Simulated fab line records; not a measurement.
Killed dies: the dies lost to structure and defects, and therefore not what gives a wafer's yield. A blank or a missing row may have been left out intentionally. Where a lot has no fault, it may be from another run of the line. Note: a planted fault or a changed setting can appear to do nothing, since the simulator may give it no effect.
Which of the tools did it? || flow berkeley-cmos170 || 7 lots, 21 wafers sampled, at 3 steps of a route of 331

## WHAT EACH GAUGE READ, for each wafer
UCB170_V2_OVL_MEAS_13.
{"lot": "L854", "measured": "day 8 20:51", "on": "overlay-02", "V2_OVL (nm)": "8 11 14"}
{"lot": "L858", "measured": "day 11 08:56", "on": "overlay-02", "V2_OVL (nm)": "-3 8 10"}
{"lot": "L860", "measured": "day 11 08:14", "on": "overlay-02", "V2_OVL (nm)": "8 11 5"}
{"lot": "L866", "measured": "day 12 09:19", "on": "overlay-01", "V2_OVL (nm)": "6 14 5"}
{"lot": "L868", "measured": "day 12 20:16", "on": "overlay-02", "V2_OVL (nm)": "7 13 9"}
{"lot": "L871", "measured": "day 13 09:08", "on": "overlay-02", "V2_OVL (nm)": "1 7 2"}
{"lot": "L874", "measured": "day 13 15:27", "on": "overlay-01", "V2_OVL (nm)": "1 7 2"}

## EACH LOT AND THE TOOL THAT RAN IT (in order: tool; ch and the chambers of the sampled wafers; start)
{"lot": "L854", "UCB170_ACTIVE_OXIDATION_02": "furnace-04 ch 0, day 4 16:42", "UCB170_M2_ETCH_17": "rie-diel-02 ch 0,2, day 8 18:34"}
{"lot": "L858", "UCB170_ACTIVE_OXIDATION_02": "furnace-02 ch 0, day 6 01:48", "UCB170_M2_ETCH_17": "rie-diel-01 ch 0,2,3, day 11 02:28"}
{"lot": "L860", "UCB170_ACTIVE_OXIDATION_02": "furnace-01 ch 0, day 6 12:12", "UCB170_M2_ETCH_17": "rie-diel-01 ch 0,2,3, day 11 03:34"}
{"lot": "L866", "UCB170_ACTIVE_OXIDATION_02": "furnace-01 ch 0, day 7 07:26", "UCB170_M2_ETCH_17": "rie-diel-04 ch 0,2, day 12 04:45"}
{"lot": "L868", "UCB170_ACTIVE_OXIDATION_02": "furnace-01 ch 0, day 7 21:12", "UCB170_M2_ETCH_17": "rie-diel-02 ch 0,1,3, day 12 17:43"}
{"lot": "L871", "UCB170_ACTIVE_OXIDATION_02": "furnace-02 ch 0, day 8 22:28", "UCB170_M2_ETCH_17": "rie-diel-04 ch 0,3, day 13 06:23"}
{"lot": "L874", "UCB170_ACTIVE_OXIDATION_02": "furnace-02 ch 0, day 8 22:28", "UCB170_M2_ETCH_17": "rie-diel-02 ch 3, day 13 12:49"}
- UCB170_ACTIVE_OXIDATION_02: target thk 26.4 nm, ox time 1260 s.
- UCB170_M2_ETCH_17: etches BARC in N2/H2.

## THE ANSWER, worked out from the rows above alone
Rule: the lots themselves supply what counts as usual. The widest of any qualifying gaps counts: lots, ordered by their means at a reading, are off when they make up no more than a third of the lots, leave a main group of 4 or more, and stand apart from it by 3 or more times the standard deviation of that group's means. A main group is skipped when, at the precision printed for the reading in the tables above, its means are all equal. A lot without any number at a reading at which 4 lots or more have one is off too. Where the step has rows for the other lots, those lots are counted as sound.
Nothing can be told from this: no lot is off at any reading shown.

## WHAT WAS PUT IN BY THE SIMULATOR
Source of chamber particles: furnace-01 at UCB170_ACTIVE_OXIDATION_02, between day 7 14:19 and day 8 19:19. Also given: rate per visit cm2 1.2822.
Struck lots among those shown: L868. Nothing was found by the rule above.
